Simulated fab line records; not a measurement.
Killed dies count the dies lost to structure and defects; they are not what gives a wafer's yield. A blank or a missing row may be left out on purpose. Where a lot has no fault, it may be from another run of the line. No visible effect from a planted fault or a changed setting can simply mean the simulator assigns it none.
Which tool is to blame?    flow berkeley-cmos170    15 lots with 45 wafers sampled at 7 steps, on a route of 331 steps

## WHAT EACH GAUGE READ, for each wafer
UCB170_PFIELD_TW_MEAS_09. Usual: PFIELD_TW 602, standard deviation 4.3.
lot   measured     on             PFIELD_TW    flag
L336  day 4 13:57  film-metro-03  602 602 602  
L337  day 4 14:06  film-metro-04  602 599 600  
L339  day 4 16:19  film-metro-04  604 601 597  
L340  day 4 19:38  film-metro-02  608 609 613  
L342  day 5 07:13  film-metro-04  606 601 603  
L341  day 5 07:20  film-metro-04  603 604 602  
L343  day 5 14:41  film-metro-03  601 602 599  
L345  day 5 21:58  film-metro-03  600 602 597  
L346  day 5 22:20  film-metro-03  597 599 599  
L348  day 6 10:12  film-metro-04  598 599 596  
L349  day 6 15:44  film-metro-02  607 610 610  
L350  day 6 20:20  film-metro-02  608 613 611  
L351  day 7 05:36  film-metro-02  608 607 610  
L352  day 7 22:28  film-metro-03  601 597 602  
L358  day 9 01:14  film-metro-02  610 610 607  

UCB170_GATE_CD_MEAS_90: target cd 350 nm. Usual: cd-nm reads 349.8 nm (standard deviation 1.2).
lot   measured      on         cd-nm (nm)         flag
L336  day 6 02:45   cd-sem-02  348.9 349.1 349.8  
L337  day 6 02:35   cd-sem-02  348.8 348.2 348.9  
L339  day 6 03:01   cd-sem-01  349.9 348.8 351.0  
L340  day 6 13:16   cd-sem-01  349.4 347.9 349.1  
L342  day 6 19:05   cd-sem-01  351.4 350.8 352.3  
L341  day 6 18:50   cd-sem-01  349.8 350.1 349.7  
L343  day 7 07:01   cd-sem-02  348.9 349.6 349.0  
L345  day 7 17:21   cd-sem-01  349.6 349.5 350.0  
L346  day 7 16:51   cd-sem-02  350.6 348.9 349.0  
L348  day 8 01:37   cd-sem-01  350.4 349.2 351.3  
L349  day 8 14:40   cd-sem-01  350.9 351.2 350.4  
L350  day 8 14:37   cd-sem-02  351.3 350.7 351.3  
L351  day 9 01:01   cd-sem-02  349.6 350.6 348.7  
L352  day 9 12:58   cd-sem-02  351.1 349.7 349.8  
L358  day 10 19:52  cd-sem-01  348.9 347.9 347.8  

UCB170_PSD_TW_MEAS_10. Usual: PSD_TW 2333, standard deviation 20.
lot   measured      on             PSD_TW          flag
L336  day 6 11:46   film-metro-03  2311 2334 2323  
L337  day 6 11:30   film-metro-02  2360 2353 2361  
L339  day 6 11:36   film-metro-01  2301 2311 2306  
L340  day 6 22:39   film-metro-03  2325 2320 2319  
L342  day 7 04:11   film-metro-03  2320 2326 2318  
L341  day 7 04:19   film-metro-01  2323 2302 2308  
L343  day 7 19:17   film-metro-03  2322 2317 2323  
L345  day 8 03:55   film-metro-02  2362 2361 2366  
L346  day 8 03:47   film-metro-03  2326 2322 2329  
L348  day 8 12:11   film-metro-03  2345 2327 2315  
L349  day 9 01:34   film-metro-01  2312 2328 2315  
L350  day 9 01:26   film-metro-01  2320 2321 2308  
L351  day 9 11:13   film-metro-01  2311 2312 2310  
L352  day 9 22:59   film-metro-02  2358 2357 2358  
L358  day 11 08:11  film-metro-03  2315 2324 2307  

UCB170_NSD_TW_MEAS_10. Usual: NSD_TW 4192, standard deviation 39.
lot   measured      on             NSD_TW          flag
L336  day 6 15:59   film-metro-01  4125 4135 4127  
L337  day 6 15:25   film-metro-02  4262 4253 4226  
L339  day 6 16:08   film-metro-03  4201 4170 4135  
L340  day 7 00:08   film-metro-02  4242 4235 4231  
L342  day 7 05:48   film-metro-03  4190 4187 4159  
L341  day 7 06:02   film-metro-02  4229 4231 4254  
L343  day 7 22:13   film-metro-02  4232 4279 4247  
L345  day 8 05:35   film-metro-03  4223 4197 4166  
L346  day 8 05:28   film-metro-02  4249 4219 4228  
L348  day 8 14:22   film-metro-02  4247 4228 4225  
L349  day 9 03:54   film-metro-03  4167 4174 4166  
L350  day 9 03:38   film-metro-02  4626 4603 4579  OFF
L351  day 9 13:14   film-metro-03  4540 4541 4523  OFF
L352  day 10 04:04  film-metro-03  4578 4574 4542  OFF
L358  day 11 10:09  film-metro-03  4164 4160 4160  

UCB170_SDANNEAL_RS_MEAS_03: the measuring method here is four-point-probe. Usual: NSD_RS 37.32 ohm/sq, standard deviation 0.095.
lot   measured      on             NSD_RS (ohm/sq)    flag
L336  day 6 19:39   film-metro-02  37.25 37.20 37.22  
L337  day 6 16:49   film-metro-01  37.39 37.23 37.26  
L339  day 6 19:41   film-metro-01  37.17 37.37 37.26  
L340  day 7 01:29   film-metro-01  37.32 37.24 37.13  
L342  day 7 09:13   film-metro-01  37.31 37.34 37.39  
L341  day 7 09:07   film-metro-02  37.23 37.25 37.24  
L343  day 7 23:27   film-metro-03  37.35 37.50 37.41  
L345  day 8 06:52   film-metro-02  37.16 37.31 37.17  
L346  day 8 06:44   film-metro-03  37.48 37.42 37.44  
L348  day 8 16:40   film-metro-02  37.26 37.23 37.19  
L349  day 9 05:24   film-metro-03  37.27 37.37 37.31  
L350  day 9 04:52   film-metro-01  34.11 34.35 34.25  OFF
L351  day 9 15:13   film-metro-02  34.18 34.20 34.16  OFF
L352  day 10 05:18  film-metro-01  34.34 34.34 34.33  OFF
L358  day 11 11:24  film-metro-03  37.31 37.33 37.29  

## WHICH TOOL RAN EACH LOT (tool, then ch and the chambers of the sampled wafers, then the start)
lot   UCB170_NSD_IMPLANT_08            UCB170_NSD_STRIP_09
L336  implanter-01 ch 0, day 6 15:46   plasma-asher-02 ch 0,1, day 6 15:55
L337  implanter-02 ch 0, day 6 15:10   plasma-asher-04 ch 0,1, day 6 15:19
L339  implanter-02 ch 0, day 6 15:53   plasma-asher-04 ch 0,1, day 6 16:02
L340  implanter-01 ch 0, day 6 23:53   plasma-asher-02 ch 0,1, day 7 00:02
L342  implanter-01 ch 0, day 7 05:34   plasma-asher-03 ch 0,1, day 7 05:41
L341  implanter-04 ch 0, day 7 05:49   plasma-asher-02 ch 0,1, day 7 05:56
L343  implanter-04 ch 0, day 7 22:00   plasma-asher-03 ch 0,1, day 7 22:08
L345  implanter-04 ch 0, day 8 05:22   plasma-asher-03 ch 0,1, day 8 05:30
L346  implanter-02 ch 0, day 8 05:14   plasma-asher-04 ch 0,1, day 8 05:22
L348  implanter-02 ch 0, day 8 14:10   plasma-asher-03 ch 0,1, day 8 14:16
L349  implanter-04 ch 0, day 9 03:41   plasma-asher-03 ch 0,1, day 9 03:49
L350  implanter-02 ch 0, day 9 03:23   plasma-asher-04 ch 0,1, day 9 03:32
L351  implanter-02 ch 0, day 9 12:59   plasma-asher-04 ch 0,1, day 9 13:08
L352  implanter-02 ch 0, day 10 03:49  plasma-asher-03 ch 0,1, day 10 03:58
L358  implanter-04 ch 0, day 11 09:54  plasma-asher-02 ch 0,1, day 11 10:03
- UCB170_NSD_IMPLANT_08
- UCB170_NSD_STRIP_09: strips in O2.

## AS READ BY THE TOOLS THEMSELVES (means over the sampled wafers that have a number; for cases with no such wafer, the mark the record gives instead)
UCB170_NSD_IMPLANT_08. Usual: beam-energy-keV reads 40.000 (standard deviation 0.013).
lot   tool          beam-energy-keV  flag
L336  implanter-01  40.006           
L337  implanter-02  40.009           
L339  implanter-02  39.980           
L340  implanter-01  39.996           
L342  implanter-01  40.003           
L341  implanter-04  39.986           
L343  implanter-04  39.985           
L345  implanter-04  40.001           
L346  implanter-02  40.002           
L348  implanter-02  39.988           
L349  implanter-04  39.999           
L350  implanter-02  53.998           OFF
L351  implanter-02  54.024           OFF
L352  implanter-02  54.011           OFF
L358  implanter-04  40.000           

UCB170_NSD_STRIP_09. Usual: drypump-motor-current-A 5.8 A, standard deviation 0.55; oes-product-au 0.534 a.u., standard deviation 0.0049; strip-time-to-endpoint-s 35.86 s, standard deviation 0.067.
lot   tool             drypump-motor-current-A (A)  oes-product-au (a.u.)  strip-time-to-endpoint-s (s)  flag
L336  plasma-asher-02  5.4                          0.529                  35.79                         
L337  plasma-asher-04  6.3                          0.530                  35.89                         
L339  plasma-asher-04  6.4                          0.537                  35.88                         
L340  plasma-asher-02  5.4                          0.528                  35.92                         
L342  plasma-asher-03  5.3                          0.532                  35.84                         
L341  plasma-asher-02  5.4                          0.534                  35.79                         
L343  plasma-asher-03  5.3                          0.535                  35.80                         
L345  plasma-asher-03  5.5                          0.536                  35.83                         
L346  plasma-asher-04  6.4                          0.531                  35.87                         
L348  plasma-asher-03  5.2                          0.533                  35.82                         
L349  plasma-asher-03  5.5                          0.536                  35.90                         
L350  plasma-asher-04  6.4                          0.494                  40.85                         OFF
L351  plasma-asher-04  6.4                          0.499                  40.91                         OFF
L352  plasma-asher-03  5.3                          0.498                  40.79                         OFF
L358  plasma-asher-02  5.4                          0.537                  35.96                         

## THE ANSWER, worked out from the rows above alone
Rule: a lot counts as off when the mean over its wafers that have a number is more than 3 standard deviations away from the usual mean. A lot without any number at a reading at which 4 lots or more have one is off too. Any other lot the step has rows for is counted as sound. After the gauges, taken in route order, come the tools' own readings; for these a lot's mean is taken, as printed above. At the first step where some lot is off, the reading lying furthest off is the one used; lots without a number count as furthest.
Off: at UCB170_NSD_TW_MEAS_10 (NSD_TW), L350, L351, L352.
If a tool, at a process step before that reading, ran all the lots that are off and no sound lot after the first of them, it fits. The gauges at UCB170_NSD_TW_MEAS_10 aren't tried: what is off there is off at UCB170_NSD_IMPLANT_08 too, on other tools, and a gauge's error can't cause that. One fits: UCB170_NSD_IMPLANT_08 on implanter-02. Its last sound lot is L348 (day 8 14:10), its first lot that is off L350 (day 9 03:23): a fault that began between those two fits.
On the lots that are off, the tool's own readings at UCB170_NSD_IMPLANT_08 differ by more than 5 times the standard deviation of the sound lots' means, which bears it out; beam-energy-keV reads 54.011 there versus 39.996 on the sound lots.

## WHAT THE SIMULATOR HAD INSERTED
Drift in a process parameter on implanter-02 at UCB170_NSD_IMPLANT_08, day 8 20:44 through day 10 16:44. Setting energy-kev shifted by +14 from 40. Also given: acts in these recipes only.
Lots struck among those shown: L350, L351, L352. The rule given above showed the same thing.
